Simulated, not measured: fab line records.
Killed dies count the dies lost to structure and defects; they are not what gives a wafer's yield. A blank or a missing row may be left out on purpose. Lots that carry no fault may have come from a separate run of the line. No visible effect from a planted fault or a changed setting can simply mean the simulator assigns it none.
Which tool is to blame? / flow berkeley_cmos170 / 14 lots with 42 wafers sampled at 4 steps, on a route of 331 steps

WHAT EACH GAUGE READ, for each wafer
UCB170_PWELL_OVL_MEAS_13. Usual: for PWELL_OVL the level is -1 nm and the standard deviation is 5.5.
lot=L952; measured=day 3 01:08; on=overlay-02; PWELL_OVL (nm)=-4 -4 -3; flag=
lot=L953; measured=day 3 07:22; on=overlay-01; PWELL_OVL (nm)=6 -5 -8; flag=
lot=L954; measured=day 3 20:57; on=overlay-01; PWELL_OVL (nm)=5 5 5; flag=
lot=L955; measured=day 4 04:29; on=overlay-01; PWELL_OVL (nm)=-7 -3 -7; flag=
lot=L956; measured=day 4 04:09; on=overlay-01; PWELL_OVL (nm)=4 7 0; flag=
lot=L957; measured=day 4 04:37; on=overlay-02; PWELL_OVL (nm)=2 -1 3; flag=
lot=L964; measured=day 6 02:16; on=overlay-02; PWELL_OVL (nm)=11 10 10; flag=
lot=L965; measured=day 6 02:01; on=overlay-01; PWELL_OVL (nm)=-7 -6 -10; flag=
lot=L967; measured=day 6 12:13; on=overlay-01; PWELL_OVL (nm)=-3 5 6; flag=
lot=L968; measured=day 6 17:10; on=overlay-01; PWELL_OVL (nm)=-6 0 -4; flag=
lot=L969; measured=day 6 17:30; on=overlay-02; PWELL_OVL (nm)=1 4 2; flag=
lot=L970; measured=day 7 08:58; on=overlay-02; PWELL_OVL (nm)=-9 -6 -2; flag=
lot=L971; measured=day 7 08:43; on=overlay-02; PWELL_OVL (nm)=4 -3 -9; flag=
lot=L973; measured=day 7 19:52; on=overlay-02; PWELL_OVL (nm)=-4 8 6; flag=

UCB170_WELLDRIVE_THK_MEAS_02. Usual: for WELLDRIVE_OXIDE_THK the level is 209 nm and the standard deviation is 4.1.
lot=L952; measured=day 3 16:45; on=film_metro-02; WELLDRIVE_OXIDE_THK (nm)=208 205 207; flag=
lot=L953; measured=day 3 16:46; on=film_metro-01; WELLDRIVE_OXIDE_THK (nm)=207 207 205; flag=
lot=L954; measured=day 4 08:50; on=film_metro-01; WELLDRIVE_OXIDE_THK (nm)=202 206 203; flag=
lot=L955; measured=day 4 17:08; on=film_metro-02; WELLDRIVE_OXIDE_THK (nm)=204 205 206; flag=
lot=L956; measured=day 4 17:08; on=film_metro-04; WELLDRIVE_OXIDE_THK (nm)=206 203 205; flag=
lot=L957; measured=day 4 17:08; on=film_metro-01; WELLDRIVE_OXIDE_THK (nm)=216 213 216; flag=
lot=L964; measured=day 6 14:59; on=film_metro-04; WELLDRIVE_OXIDE_THK (nm)=155 156 160; flag=OFF
lot=L965; measured=day 6 14:58; on=film_metro-01; WELLDRIVE_OXIDE_THK (nm)=162 164 162; flag=OFF
lot=L967; measured=day 7 00:51; on=film_metro-01; WELLDRIVE_OXIDE_THK (nm)=206 202 202; flag=
lot=L968; measured=day 7 07:40; on=film_metro-02; WELLDRIVE_OXIDE_THK (nm)=209 208 208; flag=
lot=L969; measured=day 7 07:40; on=film_metro-04; WELLDRIVE_OXIDE_THK (nm)=206 205 205; flag=
lot=L970; measured=day 8 00:25; on=film_metro-01; WELLDRIVE_OXIDE_THK (nm)=216 217 215; flag=
lot=L971; measured=day 8 00:24; on=film_metro-04; WELLDRIVE_OXIDE_THK (nm)=209 214 211; flag=
lot=L973; measured=day 8 08:00; on=film_metro-02; WELLDRIVE_OXIDE_THK (nm)=212 215 215; flag=

EACH LOT AND THE TOOL THAT RAN IT (in order: tool; ch and the chambers of the sampled wafers; start)
lot=L952; UCB170_ZERO_STRIP_07=plasma_asher-03 ch 0,1, day 1 17:26; UCB170_WELLDRIVE_OXIDATION_01=furnace-02 ch 0, day 3 13:15
lot=L953; UCB170_ZERO_STRIP_07=plasma_asher-01 ch 0,1, day 1 23:46; UCB170_WELLDRIVE_OXIDATION_01=furnace-02 ch 0, day 3 13:15
lot=L954; UCB170_ZERO_STRIP_07=plasma_asher-01 ch 0,1, day 2 06:18; UCB170_WELLDRIVE_OXIDATION_01=furnace-04 ch 0, day 4 05:19
lot=L955; UCB170_ZERO_STRIP_07=plasma_asher-01 ch 0,1, day 2 15:17; UCB170_WELLDRIVE_OXIDATION_01=furnace-01 ch 0, day 4 13:38
lot=L956; UCB170_ZERO_STRIP_07=plasma_asher-03 ch 0,1, day 2 15:34; UCB170_WELLDRIVE_OXIDATION_01=furnace-01 ch 0, day 4 13:38
lot=L957; UCB170_ZERO_STRIP_07=plasma_asher-04 ch 0, day 2 15:38; UCB170_WELLDRIVE_OXIDATION_01=furnace-01 ch 0, day 4 13:38
lot=L964; UCB170_ZERO_STRIP_07=plasma_asher-03 ch 0,1, day 4 08:04; UCB170_WELLDRIVE_OXIDATION_01=furnace-02 ch 0, day 6 11:28
lot=L965; UCB170_ZERO_STRIP_07=plasma_asher-04 ch 0,1, day 4 13:15; UCB170_WELLDRIVE_OXIDATION_01=furnace-02 ch 0, day 6 11:28
lot=L967; UCB170_ZERO_STRIP_07=plasma_asher-04 ch 0,1, day 5 01:35; UCB170_WELLDRIVE_OXIDATION_01=furnace-04 ch 0, day 6 21:21
lot=L968; UCB170_ZERO_STRIP_07=plasma_asher-01 ch 0,1, day 5 06:52; UCB170_WELLDRIVE_OXIDATION_01=furnace-04 ch 0, day 7 04:10
lot=L969; UCB170_ZERO_STRIP_07=plasma_asher-04 ch 0,1, day 5 11:11; UCB170_WELLDRIVE_OXIDATION_01=furnace-04 ch 0, day 7 04:10
lot=L970; UCB170_ZERO_STRIP_07=plasma_asher-01 ch 0,1, day 5 18:01; UCB170_WELLDRIVE_OXIDATION_01=furnace-01 ch 0, day 7 20:54
lot=L971; UCB170_ZERO_STRIP_07=plasma_asher-03 ch 0,1, day 5 18:07; UCB170_WELLDRIVE_OXIDATION_01=furnace-01 ch 0, day 7 20:54
lot=L973; UCB170_ZERO_STRIP_07=plasma_asher-03 ch 0,1, day 6 09:13; UCB170_WELLDRIVE_OXIDATION_01=furnace-01 ch 0, day 8 04:30
- UCB170_ZERO_STRIP_07: strips in O2.
- UCB170_WELLDRIVE_OXIDATION_01: target thk 199 nm, ox time 9000 s.

AS READ BY THE TOOLS THEMSELVES (means over the sampled wafers that have a number; for cases with no such wafer, the mark the record gives instead)
UCB170_ZERO_STRIP_07. Usual: drypump_motor_current_A 5.8 A, standard deviation 0.62; oes_product_au 0.727 a.u., standard deviation 0.0043; strip_time_to_endpoint_s 21.51 s, standard deviation 0.066.
lot=L952; tool=plasma_asher-03; drypump_motor_current_A (A)=5.2; oes_product_au (a.u.)=0.726; strip_time_to_endpoint_s (s)=21.49; flag=
lot=L953; tool=plasma_asher-01; drypump_motor_current_A (A)=5.5; oes_product_au (a.u.)=0.724; strip_time_to_endpoint_s (s)=21.44; flag=
lot=L954; tool=plasma_asher-01; drypump_motor_current_A (A)=5.9; oes_product_au (a.u.)=0.728; strip_time_to_endpoint_s (s)=21.56; flag=
lot=L955; tool=plasma_asher-01; drypump_motor_current_A (A)=5.9; oes_product_au (a.u.)=0.729; strip_time_to_endpoint_s (s)=21.47; flag=
lot=L956; tool=plasma_asher-03; drypump_motor_current_A (A)=5.6; oes_product_au (a.u.)=0.732; strip_time_to_endpoint_s (s)=21.54; flag=
lot=L957; tool=plasma_asher-04; drypump_motor_current_A (A)=6.5; oes_product_au (a.u.)=0.725; strip_time_to_endpoint_s (s)=21.59; flag=
lot=L964; tool=plasma_asher-03; drypump_motor_current_A (A)=5.2; oes_product_au (a.u.)=0.724; strip_time_to_endpoint_s (s)=21.43; flag=
lot=L965; tool=plasma_asher-04; drypump_motor_current_A (A)=6.4; oes_product_au (a.u.)=0.726; strip_time_to_endpoint_s (s)=21.61; flag=
lot=L967; tool=plasma_asher-04; drypump_motor_current_A (A)=6.2; oes_product_au (a.u.)=0.726; strip_time_to_endpoint_s (s)=21.51; flag=
lot=L968; tool=plasma_asher-01; drypump_motor_current_A (A)=5.5; oes_product_au (a.u.)=0.729; strip_time_to_endpoint_s (s)=21.53; flag=
lot=L969; tool=plasma_asher-04; drypump_motor_current_A (A)=6.4; oes_product_au (a.u.)=0.726; strip_time_to_endpoint_s (s)=21.57; flag=
lot=L970; tool=plasma_asher-01; drypump_motor_current_A (A)=5.9; oes_product_au (a.u.)=0.726; strip_time_to_endpoint_s (s)=21.39; flag=
lot=L971; tool=plasma_asher-03; drypump_motor_current_A (A)=5.2; oes_product_au (a.u.)=0.730; strip_time_to_endpoint_s (s)=21.59; flag=
lot=L973; tool=plasma_asher-03; drypump_motor_current_A (A)=5.6; oes_product_au (a.u.)=0.725; strip_time_to_endpoint_s (s)=21.60; flag=

UCB170_WELLDRIVE_OXIDATION_01. Usual: zone_power_centre_pct 58 %, standard deviation 3.8.
lot=L952; tool=furnace-02; zone_power_centre_pct (%)=54; flag=
lot=L953; tool=furnace-02; zone_power_centre_pct (%)=54; flag=
lot=L954; tool=furnace-04; zone_power_centre_pct (%)=57; flag=
lot=L955; tool=furnace-01; zone_power_centre_pct (%)=62; flag=
lot=L956; tool=furnace-01; zone_power_centre_pct (%)=63; flag=
lot=L957; tool=furnace-01; zone_power_centre_pct (%)=64; flag=
lot=L964; tool=furnace-02; zone_power_centre_pct (%)=55; flag=
lot=L965; tool=furnace-02; zone_power_centre_pct (%)=54; flag=
lot=L967; tool=furnace-04; zone_power_centre_pct (%)=57; flag=
lot=L968; tool=furnace-04; zone_power_centre_pct (%)=57; flag=
lot=L969; tool=furnace-04; zone_power_centre_pct (%)=57; flag=
lot=L970; tool=furnace-01; zone_power_centre_pct (%)=63; flag=
lot=L971; tool=furnace-01; zone_power_centre_pct (%)=63; flag=
lot=L973; tool=furnace-01; zone_power_centre_pct (%)=63; flag=

THE ANSWER, worked out from the rows above alone
Rule: a lot is off if the mean of its wafers that have a number lies more than 3 standard deviations from the usual mean. A lot without any number at a reading at which 4 lots or more have one is off too. All remaining lots with rows at the step are treated as sound. The gauges are gone through in route order, then the tools' own readings, and for those a lot's mean is taken as printed above. At the first step where some lot is off, the reading lying furthest off is the one used; lots without a number count as furthest.
Off: L964, L965, at UCB170_WELLDRIVE_THK_MEAS_02 (WELLDRIVE_OXIDE_THK).
A tool fits if, at a process step before that reading, it ran every lot that is off, and no sound lot after the first of them. The gauges at UCB170_WELLDRIVE_THK_MEAS_02 are tried like those tools. One fits: UCB170_WELLDRIVE_OXIDATION_01 on furnace-02. A fault onset in the window from L952 (day 3 13:15, its last sound lot) to L964 (day 6 11:28, its first lot off) fits.

WHAT THE SIMULATOR PUT IN
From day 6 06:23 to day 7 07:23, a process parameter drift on furnace-02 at UCB170_WELLDRIVE_OXIDATION_01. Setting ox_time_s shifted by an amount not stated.
Struck lots among those shown: L965, L964. The rule above reached the same finding.
